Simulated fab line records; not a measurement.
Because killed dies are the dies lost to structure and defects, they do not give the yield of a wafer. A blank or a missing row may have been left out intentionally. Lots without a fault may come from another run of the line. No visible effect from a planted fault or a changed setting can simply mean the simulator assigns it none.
fab line records / flow rit_cmos
record: lots: 7 wafers: 21 last_day: 6
route steps=202 shown NSD@133 PSD@142 M1@202
lots that met no fault: taken from a fault-free run of the same line
start_h: the number of hours between the record's first day and the start of the first shown wafer of the lot / wait_h: how many hours have passed since the lot's step before this one / " identical to the entry in the row above / L1.1+2: a row that stands for several wafers / - no value present, or no start provided / * or withheld: withheld / < > ~ a bound
route shown NAME@n: names a module that has steps shown in the file, with the first one's number in the route / usual: the fault-free wafers' mean and standard deviation / same: alike in all rows / chamber/n: place in a boat / sites: each site's reading / _std_site: how widely they spread, as a standard deviation / _edge_site: outer sites' mean less inner sites' / radius_mm: how far each site lies from the wafer's centre / mask NAME#n: copy n / behind: the tool/chamber that last shaped the wafer / hold: why the lot was held/for how many hours/how that ended / device: the n, p or np transistor that did not switch / end of line: at the end of the route, the tests of the same wafers / where a step has no rows: the recipe by itself / killed: at the first sort, the dies lost to defects and structure; wafer yield is something else / map: a wafer's dies, marking killed ones x, the rest . and places with no die _
set.NAME: the run value of the setting; set.NAME@STEP: its run value at that earlier step / model.NAME: the simulator's own value behind a step, which no gauge read
certain route steps with their lots: each step a table, each wafer a row
services: a tool's chamber out of use, with start hour (start_h, from the record's first day; less than 0 if before it), hours out, and reason
== steps ==
step: RIT_NSD_SOFTBAKE_02
recipe: resist: NOVOLAK temp_c: 90 time_s: 60
step: RIT_NSD_EXPOSE_03
recipe: mask_id: M9 na: 0.57 target_cd_nm: 40700 dose_mj: 250
step: RIT_NSD_PEB_04
recipe: resist: NOVOLAK temp_c: withheld time_s: withheld
step: RIT_NSD_DEVELOP_05
recipe: resist: NOVOLAK develop_time_s: 50 dev_temp_c: 23
step: RIT_NSD_OVL_MEAS_06
usual: NSD_OVL: 0.9/1.4
lot.wafer=L759.1 tool=overlay-02 chamber=- start_h=66.75 wait_h=- NSD_OVL[nm]=3.8
lot.wafer=L759.4 tool=overlay-02 chamber=- start_h=66.75 wait_h=- NSD_OVL[nm]=3.6
lot.wafer=L759.6 tool=overlay-02 chamber=- start_h=66.75 wait_h=- NSD_OVL[nm]=4.2
lot.wafer=L758.4 tool=overlay-02 chamber=- start_h=67.07 wait_h=- NSD_OVL[nm]=2.8
lot.wafer=L758.5 tool=overlay-02 chamber=- start_h=67.07 wait_h=- NSD_OVL[nm]=2.1
lot.wafer=L758.6 tool=overlay-02 chamber=- start_h=67.07 wait_h=- NSD_OVL[nm]=1.4
lot.wafer=L762.1 tool=overlay-01 chamber=- start_h=85.53 wait_h=- NSD_OVL[nm]=1.7
lot.wafer=L762.2 tool=overlay-01 chamber=- start_h=85.53 wait_h=- NSD_OVL[nm]=1.7
lot.wafer=L762.5 tool=overlay-01 chamber=- start_h=85.53 wait_h=- NSD_OVL[nm]=-0.2
lot.wafer=L764.2 tool=overlay-01 chamber=- start_h=91.09 wait_h=- NSD_OVL[nm]=1.2
lot.wafer=L764.3 tool=overlay-01 chamber=- start_h=91.09 wait_h=- NSD_OVL[nm]=0.4
lot.wafer=L764.5 tool=overlay-01 chamber=- start_h=91.09 wait_h=- NSD_OVL[nm]=2.0
lot.wafer=L765.1 tool=overlay-02 chamber=- start_h=97.08 wait_h=- NSD_OVL[nm]=0.4
lot.wafer=L765.2 tool=overlay-02 chamber=- start_h=97.08 wait_h=- NSD_OVL[nm]=-0.5
lot.wafer=L765.3 tool=overlay-02 chamber=- start_h=97.08 wait_h=- NSD_OVL[nm]=-2.1
lot.wafer=L766.1 tool=overlay-01 chamber=- start_h=99.00 wait_h=- NSD_OVL[nm]=0.6
lot.wafer=L766.2 tool=overlay-01 chamber=- start_h=99.00 wait_h=- NSD_OVL[nm]=0.4
lot.wafer=L766.5 tool=overlay-01 chamber=- start_h=99.00 wait_h=- NSD_OVL[nm]=0.6
lot.wafer=L772.3 tool=overlay-02 chamber=- start_h=127.25 wait_h=- NSD_OVL[nm]=0.5
lot.wafer=L772.4 tool=overlay-02 chamber=- start_h=127.25 wait_h=- NSD_OVL[nm]=0.9
lot.wafer=L772.6 tool=overlay-02 chamber=- start_h=127.25 wait_h=- NSD_OVL[nm]=0.9
step: RIT_NSD_HARDBAKE_07
recipe: resist: NOVOLAK temp_c: 140 time_s: 60
step: RIT_NSD_IMPLANT_08
recipe: species: P energy_kev: 25 dose_cm2: 1e+15 tilt_deg: 7
step: RIT_NSD_STRIP_09
recipe: chemistry: O2 time_s: 180 resist: NOVOLAK platen_temp_c: withheld power_w: 500 pressure_mtorr: 4000 o2_flow_sccm: 4000
usual: drypump_motor_current_A: 5.5/0.46
lot.wafer=L759.1 tool=plasma_asher-02 chamber=1 start_h=67.32 wait_h=0.1 drypump_motor_current_A=4.9 rf_hours_counter_h=39
lot.wafer=L759.4 tool=plasma_asher-02 chamber=1 start_h=67.32 wait_h=0.1 drypump_motor_current_A=4.9 rf_hours_counter_h=-
lot.wafer=L759.6 tool=plasma_asher-02 chamber=1 start_h=67.32 wait_h=0.1 drypump_motor_current_A=4.9 rf_hours_counter_h=-
lot.wafer=L758.4 tool=plasma_asher-03 chamber=1 start_h=67.45 wait_h=0.1 drypump_motor_current_A=5.0 rf_hours_counter_h=-
lot.wafer=L758.5 tool=plasma_asher-03 chamber=0 start_h=67.45 wait_h=0.1 drypump_motor_current_A=6.1 rf_hours_counter_h=-
lot.wafer=L758.6 tool=plasma_asher-03 chamber=1 start_h=67.45 wait_h=0.1 drypump_motor_current_A=5.0 rf_hours_counter_h=-
lot.wafer=L762.1 tool=plasma_asher-02 chamber=1 start_h=85.87 wait_h=0.1 drypump_motor_current_A=4.9 rf_hours_counter_h=41
lot.wafer=L762.2 tool=plasma_asher-02 chamber=0 start_h=85.87 wait_h=0.1 drypump_motor_current_A=5.9 rf_hours_counter_h=41
lot.wafer=L762.5 tool=plasma_asher-02 chamber=1 start_h=85.87 wait_h=0.1 drypump_motor_current_A=4.9 rf_hours_counter_h=-
lot.wafer=L764.2 tool=plasma_asher-03 chamber=1 start_h=91.42 wait_h=0.1 drypump_motor_current_A=5.0 rf_hours_counter_h=29
lot.wafer=L764.3 tool=plasma_asher-03 chamber=1 start_h=91.42 wait_h=0.1 drypump_motor_current_A=5.0 rf_hours_counter_h=-
lot.wafer=L764.5 tool=plasma_asher-03 chamber=0 start_h=91.42 wait_h=0.1 drypump_motor_current_A=6.1 rf_hours_counter_h=-
lot.wafer=L765.1 tool=plasma_asher-02 chamber=1 start_h=97.42 wait_h=0.1 drypump_motor_current_A=4.9 rf_hours_counter_h=43
lot.wafer=L765.2 tool=plasma_asher-02 chamber=0 start_h=97.42 wait_h=0.1 drypump_motor_current_A=5.9 rf_hours_counter_h=43
lot.wafer=L765.3 tool=plasma_asher-02 chamber=1 start_h=97.42 wait_h=0.1 drypump_motor_current_A=4.9 rf_hours_counter_h=-
lot.wafer=L766.1 tool=plasma_asher-03 chamber=1 start_h=99.34 wait_h=0.1 drypump_motor_current_A=5.1 rf_hours_counter_h=30
lot.wafer=L766.2 tool=plasma_asher-03 chamber=0 start_h=99.34 wait_h=0.1 drypump_motor_current_A=6.0 rf_hours_counter_h=30
lot.wafer=L766.5 tool=plasma_asher-03 chamber=0 start_h=99.34 wait_h=0.1 drypump_motor_current_A=6.0 rf_hours_counter_h=-
lot.wafer=L772.3 tool=plasma_asher-02 chamber=0 start_h=127.64 wait_h=0.1 drypump_motor_current_A=5.9 rf_hours_counter_h=-
lot.wafer=L772.4 tool=plasma_asher-02 chamber=1 start_h=127.64 wait_h=0.1 drypump_motor_current_A=5.0 rf_hours_counter_h=-
lot.wafer=L772.6 tool=plasma_asher-02 chamber=0 start_h=127.64 wait_h=0.1 drypump_motor_current_A=5.9 rf_hours_counter_h=-
step: RIT_NSD_TW_MEAS_10
usual: NSD_TW: 3093/29
lot.wafer=L759.1 tool=film_metro-03 chamber=- start_h=67.50 wait_h=0.1 NSD_TW=3121
lot.wafer=L759.4 tool=film_metro-03 chamber=- start_h=67.50 wait_h=0.1 NSD_TW=3113
lot.wafer=L759.6 tool=film_metro-03 chamber=- start_h=67.50 wait_h=0.1 NSD_TW=3117
lot.wafer=L758.4 tool=film_metro-02 chamber=- start_h=67.60 wait_h=0.1 NSD_TW=3073
lot.wafer=L758.5 tool=film_metro-02 chamber=- start_h=67.60 wait_h=0.1 NSD_TW=3055
lot.wafer=L758.6 tool=film_metro-02 chamber=- start_h=67.60 wait_h=0.1 NSD_TW=3065
lot.wafer=L762.1 tool=film_metro-04 chamber=- start_h=86.04 wait_h=0.1 NSD_TW=3114
lot.wafer=L762.2 tool=film_metro-04 chamber=- start_h=86.04 wait_h=0.1 NSD_TW=3126
lot.wafer=L762.5 tool=film_metro-04 chamber=- start_h=86.04 wait_h=0.1 NSD_TW=3148
lot.wafer=L764.2 tool=film_metro-03 chamber=- start_h=91.60 wait_h=0.1 NSD_TW=3104
lot.wafer=L764.3 tool=film_metro-03 chamber=- start_h=91.60 wait_h=0.1 NSD_TW=3127
lot.wafer=L764.5 tool=film_metro-03 chamber=- start_h=91.60 wait_h=0.1 NSD_TW=3116
lot.wafer=L765.1 tool=film_metro-02 chamber=- start_h=97.60 wait_h=0.1 NSD_TW=3040
lot.wafer=L765.2 tool=film_metro-02 chamber=- start_h=97.60 wait_h=0.1 NSD_TW=3052
lot.wafer=L765.3 tool=film_metro-02 chamber=- start_h=97.60 wait_h=0.1 NSD_TW=3026
lot.wafer=L766.1 tool=film_metro-04 chamber=- start_h=99.52 wait_h=0.1 NSD_TW=3104
lot.wafer=L766.2 tool=film_metro-04 chamber=- start_h=99.52 wait_h=0.1 NSD_TW=3099
lot.wafer=L766.5 tool=film_metro-04 chamber=- start_h=99.52 wait_h=0.1 NSD_TW=3114
lot.wafer=L772.3 tool=film_metro-02 chamber=- start_h=127.77 wait_h=0.1 NSD_TW=3071
lot.wafer=L772.4 tool=film_metro-02 chamber=- start_h=127.77 wait_h=0.1 NSD_TW=3062
lot.wafer=L772.6 tool=film_metro-02 chamber=- start_h=127.77 wait_h=0.1 NSD_TW=3068
step: RIT_PSD_HMDS_00
recipe: prime_time_s: 60 prime_temp_c: 140
step: RIT_PSD_COAT_01
recipe: resist: NOVOLAK spin_rpm: 3250 resist_thk_nm: 1000
step: RIT_PSD_SOFTBAKE_02
recipe: resist: NOVOLAK temp_c: 90 time_s: 60
step: RIT_PSD_EXPOSE_03
recipe: mask_id: M10 na: 0.57 target_cd_nm: 40900 dose_mj: 250
usual: stage_vel_mm_s: 499.95/0.26
lot.wafer=L759.1 tool=iline_stepper-02 chamber=0 start_h=68.13 wait_h=0.2 mask=M10#0 stage_vel_mm_s=499.89 model.PSD.overlay_x_nm=-0.2451
lot.wafer=L759.4 tool=iline_stepper-02 chamber=0 start_h=68.13 wait_h=0.2 mask=M10#0 stage_vel_mm_s=499.38 model.PSD.overlay_x_nm=-0.2451
lot.wafer=L759.6 tool=iline_stepper-02 chamber=0 start_h=68.13 wait_h=0.2 mask=M10#0 stage_vel_mm_s=500.11 model.PSD.overlay_x_nm=-0.2451
lot.wafer=L758.4 tool=iline_stepper-01 chamber=0 start_h=68.46 wait_h=0.4 mask=M10#0 stage_vel_mm_s=499.76 model.PSD.overlay_x_nm=-0.8713
lot.wafer=L758.5 tool=iline_stepper-01 chamber=0 start_h=68.46 wait_h=0.4 mask=M10#0 stage_vel_mm_s=499.96 model.PSD.overlay_x_nm=-0.8713
lot.wafer=L758.6 tool=iline_stepper-01 chamber=0 start_h=68.46 wait_h=0.4 mask=M10#0 stage_vel_mm_s=499.53 model.PSD.overlay_x_nm=-0.8713
lot.wafer=L762.1 tool=iline_stepper-02 chamber=0 start_h=86.55 wait_h=0.1 mask=M10#0 stage_vel_mm_s=499.74 model.PSD.overlay_x_nm=0.1433
lot.wafer=L762.2 tool=iline_stepper-02 chamber=0 start_h=86.55 wait_h=0.1 mask=M10#0 stage_vel_mm_s=499.87 model.PSD.overlay_x_nm=0.1433
lot.wafer=L762.5 tool=iline_stepper-02 chamber=0 start_h=86.55 wait_h=0.1 mask=M10#0 stage_vel_mm_s=499.97 model.PSD.overlay_x_nm=0.1433
lot.wafer=L764.2 tool=iline_stepper-01 chamber=0 start_h=92.25 wait_h=0.2 mask=M10#0 stage_vel_mm_s=499.79 model.PSD.overlay_x_nm=131
lot.wafer=L764.3 tool=iline_stepper-01 chamber=0 start_h=92.25 wait_h=0.2 mask=M10#0 stage_vel_mm_s=500.25 model.PSD.overlay_x_nm=131
lot.wafer=L764.5 tool=iline_stepper-01 chamber=0 start_h=92.25 wait_h=0.2 mask=M10#0 stage_vel_mm_s=499.84 model.PSD.overlay_x_nm=131
lot.wafer=L765.1 tool=iline_stepper-01 chamber=0 start_h=98.11 wait_h=0.1 mask=M10#0 stage_vel_mm_s=499.85 model.PSD.overlay_x_nm=131
lot.wafer=L765.2 tool=iline_stepper-01 chamber=0 start_h=98.11 wait_h=0.1 mask=M10#0 stage_vel_mm_s=500.12 model.PSD.overlay_x_nm=131
lot.wafer=L765.3 tool=iline_stepper-01 chamber=0 start_h=98.11 wait_h=0.1 mask=M10#0 stage_vel_mm_s=500.39 model.PSD.overlay_x_nm=131
lot.wafer=L766.1 tool=iline_stepper-01 chamber=0 start_h=100.08 wait_h=0.1 mask=M10#0 stage_vel_mm_s=499.69 model.PSD.overlay_x_nm=128.8
lot.wafer=L766.2 tool=iline_stepper-01 chamber=0 start_h=100.08 wait_h=0.1 mask=M10#0 stage_vel_mm_s=499.84 model.PSD.overlay_x_nm=128.8
lot.wafer=L766.5 tool=iline_stepper-01 chamber=0 start_h=100.08 wait_h=0.1 mask=M10#0 stage_vel_mm_s=499.51 model.PSD.overlay_x_nm=128.8
lot.wafer=L772.3 tool=iline_stepper-02 chamber=0 start_h=128.30 wait_h=0.1 mask=M10#0 stage_vel_mm_s=499.93 model.PSD.overlay_x_nm=0.09069
lot.wafer=L772.4 tool=iline_stepper-02 chamber=0 start_h=128.30 wait_h=0.1 mask=M10#0 stage_vel_mm_s=500.30 model.PSD.overlay_x_nm=0.09069
lot.wafer=L772.6 tool=iline_stepper-02 chamber=0 start_h=128.30 wait_h=0.1 mask=M10#0 stage_vel_mm_s=499.93 model.PSD.overlay_x_nm=0.09069
step: RIT_PSD_PEB_04
recipe: resist: NOVOLAK temp_c: withheld time_s: withheld
step: RIT_PSD_DEVELOP_05
recipe: resist: NOVOLAK develop_time_s: 50 dev_temp_c: 23
step: RIT_PSD_OVL_MEAS_06
usual: PSD_OVL: 0.4/1.4
lot.wafer=L759.1 tool=overlay-02 chamber=- start_h=68.71 wait_h=- PSD_OVL[nm]=3.1
lot.wafer=L759.4 tool=overlay-02 chamber=- start_h=68.71 wait_h=- PSD_OVL[nm]=1.0
lot.wafer=L759.6 tool=overlay-02 chamber=- start_h=68.71 wait_h=- PSD_OVL[nm]=0.1
lot.wafer=L758.4 tool=overlay-01 chamber=- start_h=69.02 wait_h=- PSD_OVL[nm]=0.0
lot.wafer=L758.5 tool=overlay-01 chamber=- start_h=69.02 wait_h=- PSD_OVL[nm]=0.8
lot.wafer=L758.6 tool=overlay-01 chamber=- start_h=69.02 wait_h=- PSD_OVL[nm]=0.5
lot.wafer=L762.1 tool=overlay-02 chamber=- start_h=86.95 wait_h=- PSD_OVL[nm]=2.4
lot.wafer=L762.2 tool=overlay-02 chamber=- start_h=86.95 wait_h=- PSD_OVL[nm]=0.1
lot.wafer=L762.5 tool=overlay-02 chamber=- start_h=86.95 wait_h=- PSD_OVL[nm]=0.8
lot.wafer=L764.2 tool=overlay-01 chamber=- start_h=92.71 wait_h=- PSD_OVL[nm]=129.6
lot.wafer=L764.3 tool=overlay-01 chamber=- start_h=92.71 wait_h=- PSD_OVL[nm]=132.9
lot.wafer=L764.5 tool=overlay-01 chamber=- start_h=92.71 wait_h=- PSD_OVL[nm]=132.5
lot.wafer=L765.1 tool=overlay-01 chamber=- start_h=98.51 wait_h=- PSD_OVL[nm]=130.0
lot.wafer=L765.2 tool=overlay-01 chamber=- start_h=98.51 wait_h=- PSD_OVL[nm]=130.2
lot.wafer=L765.3 tool=overlay-01 chamber=- start_h=98.51 wait_h=- PSD_OVL[nm]=133.1
lot.wafer=L766.1 tool=overlay-01 chamber=- start_h=100.48 wait_h=- PSD_OVL[nm]=128.0
lot.wafer=L766.2 tool=overlay-01 chamber=- start_h=100.48 wait_h=- PSD_OVL[nm]=131.1
lot.wafer=L766.5 tool=overlay-01 chamber=- start_h=100.48 wait_h=- PSD_OVL[nm]=131.9
lot.wafer=L772.3 tool=overlay-01 chamber=- start_h=128.67 wait_h=- PSD_OVL[nm]=0.1
lot.wafer=L772.4 tool=overlay-01 chamber=- start_h=128.67 wait_h=- PSD_OVL[nm]=1.5
lot.wafer=L772.6 tool=overlay-01 chamber=- start_h=128.67 wait_h=- PSD_OVL[nm]=-0.7
step: RIT_PSD_HARDBAKE_07
recipe: resist: NOVOLAK temp_c: 140 time_s: 60
step: RIT_M1_PROBE_99
usual: killed_at_contacts: 0.1/0.29 killed_at_front_end: 6/3 killed_dies: 7/3.1 killed_open: 3.2/1.9 killed_short: 3.3/1.9
same: gross_dies: 264 killed_at_M0_to_M3: 0 killed_at_M4_up: 0 killed_at_back_side: 0 killed_at_other: 0
lot.wafer=L759.1 tool=prober-01 chamber=- start_h=77.35 wait_h=0.1 killed_at_contacts=0 killed_at_front_end=6 killed_dies=6 killed_open=3 killed_short=3 model.etest.select_edge_diode_p.leak_log10_a=-10.43
lot.wafer=L759.4 tool=prober-01 chamber=- start_h=77.50 wait_h=0.2 killed_at_contacts=0 killed_at_front_end=12 killed_dies=12 killed_open=7 killed_short=5 model.etest.select_edge_diode_p.leak_log10_a=-10.6
lot.wafer=L759.6 tool=prober-01 chamber=- start_h=77.60 wait_h=0.2 killed_at_contacts=0 killed_at_front_end=4 killed_dies=4 killed_open=1 killed_short=3 model.etest.select_edge_diode_p.leak_log10_a=-10.24
lot.wafer=L758.4 tool=prober-02 chamber=- start_h=79.00 wait_h=0.2 killed_at_contacts=0 killed_at_front_end=7 killed_dies=7 killed_open=4 killed_short=3 model.etest.select_edge_diode_p.leak_log10_a=-10.32
lot.wafer=L758.5 tool=prober-02 chamber=- start_h=79.05 wait_h=0.2 killed_at_contacts=0 killed_at_front_end=7 killed_dies=7 killed_open=4 killed_short=3 model.etest.select_edge_diode_p.leak_log10_a=-10.38
lot.wafer=L758.6 tool=prober-02 chamber=- start_h=79.10 wait_h=0.2 killed_at_contacts=0 killed_at_front_end=7 killed_dies=7 killed_open=5 killed_short=2 model.etest.select_edge_diode_p.leak_log10_a=-10.34
lot.wafer=L762.1 tool=prober-01 chamber=- start_h=95.53 wait_h=0.1 killed_at_contacts=0 killed_at_front_end=9 killed_dies=9 killed_open=4 killed_short=5 model.etest.select_edge_diode_p.leak_log10_a=-10.56
lot.wafer=L762.2 tool=prober-01 chamber=- start_h=95.58 wait_h=0.1 killed_at_contacts=0 killed_at_front_end=6 killed_dies=6 killed_open=4 killed_short=2 model.etest.select_edge_diode_p.leak_log10_a=-10.44
lot.wafer=L762.5 tool=prober-01 chamber=- start_h=95.73 wait_h=0.2 killed_at_contacts=0 killed_at_front_end=6 killed_dies=6 killed_open=2 killed_short=4 model.etest.select_edge_diode_p.leak_log10_a=-10.48
lot.wafer=L764.2 tool=prober-02 chamber=- start_h=101.16 wait_h=0.1 killed_at_contacts=0 killed_at_front_end=7 killed_dies=7 killed_open=4 killed_short=3 model.etest.select_edge_diode_p.leak_log10_a=-9.558
lot.wafer=L764.3 tool=prober-02 chamber=- start_h=101.21 wait_h=0.2 killed_at_contacts=0 killed_at_front_end=5 killed_dies=5 killed_open=1 killed_short=4 model.etest.select_edge_diode_p.leak_log10_a=-9.678
lot.wafer=L764.5 tool=prober-02 chamber=- start_h=101.31 wait_h=0.2 killed_at_contacts=0 killed_at_front_end=7 killed_dies=7 killed_open=3 killed_short=4 model.etest.select_edge_diode_p.leak_log10_a=-9.602
lot.wafer=L765.1 tool=prober-01 chamber=- start_h=106.92 wait_h=0.1 killed_at_contacts=0 killed_at_front_end=7 killed_dies=7 killed_open=3 killed_short=4 model.etest.select_edge_diode_p.leak_log10_a=-9.708
lot.wafer=L765.2 tool=prober-01 chamber=- start_h=106.97 wait_h=0.1 killed_at_contacts=0 killed_at_front_end=4 killed_dies=4 killed_open=1 killed_short=3 model.etest.select_edge_diode_p.leak_log10_a=-9.57
lot.wafer=L765.3 tool=prober-01 chamber=- start_h=107.02 wait_h=0.2 killed_at_contacts=0 killed_at_front_end=4 killed_dies=4 killed_open=2 killed_short=2 model.etest.select_edge_diode_p.leak_log10_a=-9.664
lot.wafer=L766.1 tool=prober-02 chamber=- start_h=108.76 wait_h=0.1 killed_at_contacts=0 killed_at_front_end=7 killed_dies=7 killed_open=3 killed_short=4 model.etest.select_edge_diode_p.leak_log10_a=-9.829
lot.wafer=L766.2 tool=prober-02 chamber=- start_h=108.81 wait_h=0.1 killed_at_contacts=0 killed_at_front_end=6 killed_dies=6 killed_open=4 killed_short=2 model.etest.select_edge_diode_p.leak_log10_a=-9.34
lot.wafer=L766.5 tool=prober-02 chamber=- start_h=108.96 wait_h=0.2 killed_at_contacts=1 killed_at_front_end=4 killed_dies=5 killed_open=2 killed_short=3 model.etest.select_edge_diode_p.leak_log10_a=-9.7
lot.wafer=L772.3 tool=prober-02 chamber=- start_h=137.31 wait_h=0.2 killed_at_contacts=0 killed_at_front_end=4 killed_dies=4 killed_open=4 killed_short=0 model.etest.select_edge_diode_p.leak_log10_a=-10.26
lot.wafer=L772.4 tool=prober-02 chamber=- start_h=137.36 wait_h=0.2 killed_at_contacts=0 killed_at_front_end=12 killed_dies=12 killed_open=6 killed_short=6 model.etest.select_edge_diode_p.leak_log10_a=-10.21
lot.wafer=L772.6 tool=prober-02 chamber=- start_h=137.46 wait_h=0.2 killed_at_contacts=0 killed_at_front_end=5 killed_dies=5 killed_open=0 killed_short=5 model.etest.select_edge_diode_p.leak_log10_a=-10.2
killed by level:class
L759.1 FOX1:geometric_particle:short=2 GATE:geometric_particle:open=2 SPACER:geometric_particle:open=1 SPACER:geometric_particle:short=1
L759.4 SPACER:geometric_particle:open=4 SPACER:geometric_particle:short=3 GATE:geometric_particle:short=2 FOX1:geometric_particle:open=1 GATE:geometric_particle:open=1 SILICIDE:geometric_particle:open=1
L759.6 FOX1:geometric_particle:short=2 FOX2:geometric_particle:open=1 GATE:geometric_particle:short=1
L758.4 SILICIDE:geometric_particle:short=2 SILICIDE:geometric_particle:open=2 FOX2:geometric_particle:open=1 GATE:geometric_particle:open=1 REOX:geometric_particle:short=1
L758.5 SILICIDE:geometric_particle:open=3 SILICIDE:geometric_particle:short=2 FOX1:geometric_particle:open=1 SPACER:geometric_particle:short=1
L758.6 GATE:geometric_particle:open=2 FOX1:geometric_particle:open=1 FOX2:geometric_particle:short=1 SPACER:geometric_particle:open=1 SILICIDE:geometric_particle:open=1 SILICIDE:geometric_particle:short=1
L762.1 FOX1:geometric_particle:short=3 GATE:geometric_particle:open=3 GATE:geometric_particle:short=1 REOX:geometric_particle:short=1 SPACER:geometric_particle:open=1
L762.2 GATE:geometric_particle:open=3 GATE:geometric_particle:short=1 REOX:geometric_particle:short=1 SILICIDE:geometric_particle:open=1
L762.5 FOX1:geometric_particle:short=3 FOX1:geometric_particle:open=1 GATE:geometric_particle:short=1 GATE:geometric_particle:open=1
L764.2 GATE:geometric_particle:short=3 GATE:geometric_particle:open=2 FOX1:geometric_particle:open=1 REOX:geometric_particle:open=1
L764.3 GATE:geometric_particle:short=2 REOX:geometric_particle:short=1 SILICIDE:geometric_particle:open=1 SILICIDE:geometric_particle:short=1
L764.5 FOX2:geometric_particle:short=2 FOX1:geometric_particle:open=1 FOX1:geometric_particle:short=1 GATE:geometric_particle:open=1 REOX:geometric_particle:short=1 REOX:geometric_particle:open=1
L765.1 GATE:geometric_particle:open=2 GATE:geometric_particle:short=2 REOX:geometric_particle:short=2 REOX:geometric_particle:open=1
L765.2 FOX1:geometric_particle:short=3 GATE:geometric_particle:open=1
L765.3 SPACER:geometric_particle:short=2 GATE:geometric_particle:open=1 SILICIDE:geometric_particle:open=1
L766.1 SPACER:geometric_particle:short=3 REOX:geometric_particle:open=2 GATE:geometric_particle:short=1 SPACER:geometric_particle:open=1
L766.2 GATE:geometric_particle:open=2 GATE:geometric_particle:short=1 REOX:geometric_particle:open=1 REOX:geometric_particle:short=1 SPACER:geometric_particle:open=1
L766.5 FOX2:geometric_particle:short=1 GATE:geometric_particle:open=1 REOX:geometric_particle:short=1 SPACER:geometric_particle:short=1 CONTACT:geometric_particle:open=1
L772.3 GATE:geometric_particle:open=4
L772.4 FOX1:geometric_particle:short=3 SPACER:geometric_particle:short=3 FOX1:geometric_particle:open=2 SPACER:geometric_particle:open=2 GATE:geometric_particle:open=1 REOX:geometric_particle:open=1
L772.6 GATE:geometric_particle:short=3 FOX1:geometric_particle:short=1 SPACER:geometric_particle:short=1
== services ==
tool=iline_stepper-01 chamber=- start_h=102.86 hours=6.4 kind=repair
tool=iline_stepper-01 chamber=0 start_h=104.00 hours=- kind=calibration
== key ==
first_sign: step: RIT_PSD_OVL_MEAS_06 reading: PSD_OVL direction: up sigmas: 97 usual: 0.4 struck: 131.0
effect none on later readings
model_effect: step: RIT_PSD_EXPOSE_03 value: PSD.overlay_x_nm without: 0.2733 struck: 130.3
model_effect: step: RIT_M1_PROBE_99 value: etest.select_edge_diode_p.leak_log10_a without: -10.32 struck: -9.628
met_at RIT_PSD_EXPOSE_03
struck_wafers L764.2,L764.3,L764.5,L765.1,L765.2,L765.3,L766.1,L766.2,L766.5
tester_left_out L764,L765,L766
onset_between 68.46 92.25
fault: kind: scanner_matching_overlay tool: iline_stepper-01 chamber: - onset_h: 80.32 steps: RIT_PSD_EXPOSE_03 offset: 130
tester_left_out: of these lots the tester's yield and bins aren't shown, on N5 and GAA mostly nor the transistor test; their killed dies are dies lost to structure and defects alone, not to doping, threshold or leakage, so they don't give the yield
